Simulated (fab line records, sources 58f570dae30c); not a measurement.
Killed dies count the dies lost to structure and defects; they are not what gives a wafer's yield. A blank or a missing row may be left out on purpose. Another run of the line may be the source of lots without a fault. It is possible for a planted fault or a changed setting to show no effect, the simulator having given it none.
Code-filled problem report in 8D (eight disciplines) form :: flow berkeleyCmos170 :: the parts of the form that need people (team, actions taken, sign-off) are left out

== 1. PROBLEM STATEMENT ==
Mean NLDD_TW at UCB170_NLDD_TW_MEAS_11: 2351 over 9 wafers in 3 lots; fault-free wafers: 2218, standard deviation 19. That is +7.0 standard deviations from the usual mean.
Earliest sighting: wafer L769.1 on filmMetro-02 at day 8 10:35. Wafers with a number at this step in the record: 45, from 15 lots. The rule behind "out" and "out of limits": a value lying over 4 standard deviations away from the usual mean. The other wafers with a number count as sound.

== 2. WHAT THIS IS AND IS NOT ==
question: which readings at this step
is: NLDD_TW
is not: -

question: which lots
is: L768, L769, L772
is not: L764, L765, L766, L767, L770, L778, L779, L781, L784, L785, L786, L787

question: which wafers of those lots
is: all that have a number
is not: -

question: read on which gauges
is: filmMetro-01, filmMetro-02, filmMetro-04
is not: -

question: when
is: from day 8 10:35
is not: up to then (9 sound wafers); but 27 sound wafers of L767, L770, L778, L779, L781, L784, L785, L786, L787 came after

== 3. THE SUSPECTS, EACH WITH WHAT RULES IT OUT ==
Counting: a tool stays on the suspect list if, at a process step up to the reading, it processed all lots that are out and no sound lot following the first of them.
- the gauge at UCB170_NLDD_TW_MEAS_11: ruled out. 3 gauges (filmMetro-01, filmMetro-02, filmMetro-04) read the wafers that are out.
- implanter-04 at UCB170_NLDD_IMPLANT_08: kept. It ran every lot that is out, first L769 (day 8 10:11), and no sound lot after that; its last sound lot up to then is L766 (day 7 23:34). Out on those wafers are its own readings of doseIonsCm2, faradayCurrentUA.
Left after counting: implanter-04 at UCB170_NLDD_IMPLANT_08.

== 4. THE CAUSE (what the simulator had put in) ==
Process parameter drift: implanter-04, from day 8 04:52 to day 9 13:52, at UCB170_NLDD_IMPLANT_08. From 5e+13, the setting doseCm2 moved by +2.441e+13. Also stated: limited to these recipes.
After counting, this tool was the only one left.

== 5. SEQUENCE OF EFFECTS, ordered by route ==
One row per reading whose mean, taken over the struck wafers that have a number, lies over 3 standard deviations from the usual. Scope: only readings with a usual standard deviation given in the record; hours: median across lots of the time from each lot's start at the first step in this table that gives one to its start at this step; sigmas: change in usual standard deviations.
hours: 0
step: UCB170_NLDD_IMPLANT_08
reading: doseIonsCm2
usual: 5.001e+13
on struck wafers: 7.442e+13
change: +2.441e+13
sigmas: +99 or more

hours: 0
step: UCB170_NLDD_IMPLANT_08
reading: faradayCurrentUA
usual: 158
on struck wafers: 237
change: +79
sigmas: +23

hours: 0
step: UCB170_NLDD_TW_MEAS_11
reading: NLDD_TW
usual: 2218
on struck wafers: 2351
change: +133
sigmas: +7.0

hours: 12
step: UCB170_SDANNEAL_RS_MEAS_05
reading: NLDD_RS
usual: 616.5 ohm/sq
on struck wafers: 531.6
change: -84.9
sigmas: -50
Process steps it contains:
- UCB170_NLDD_IMPLANT_08

== 6. HOW IT WOULD HAVE BEEN CAUGHT EARLIER ==
The first out-of-limits reading at a measuring or inspecting step in this record came at day 8 10:35, 6 hours after the fault's start at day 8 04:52.
Tool's own readings at UCB170_NLDD_IMPLANT_08, doseIonsCm2, faradayCurrentUA: out on all struck wafers the step has rows for; an alarm limit on them would have tripped on the first.
Among the 3 lots that are out, L768, L772 began UCB170_NLDD_IMPLANT_08 on implanter-04 after day 8 10:35. A hold on the tool at that time would have spared those 2.
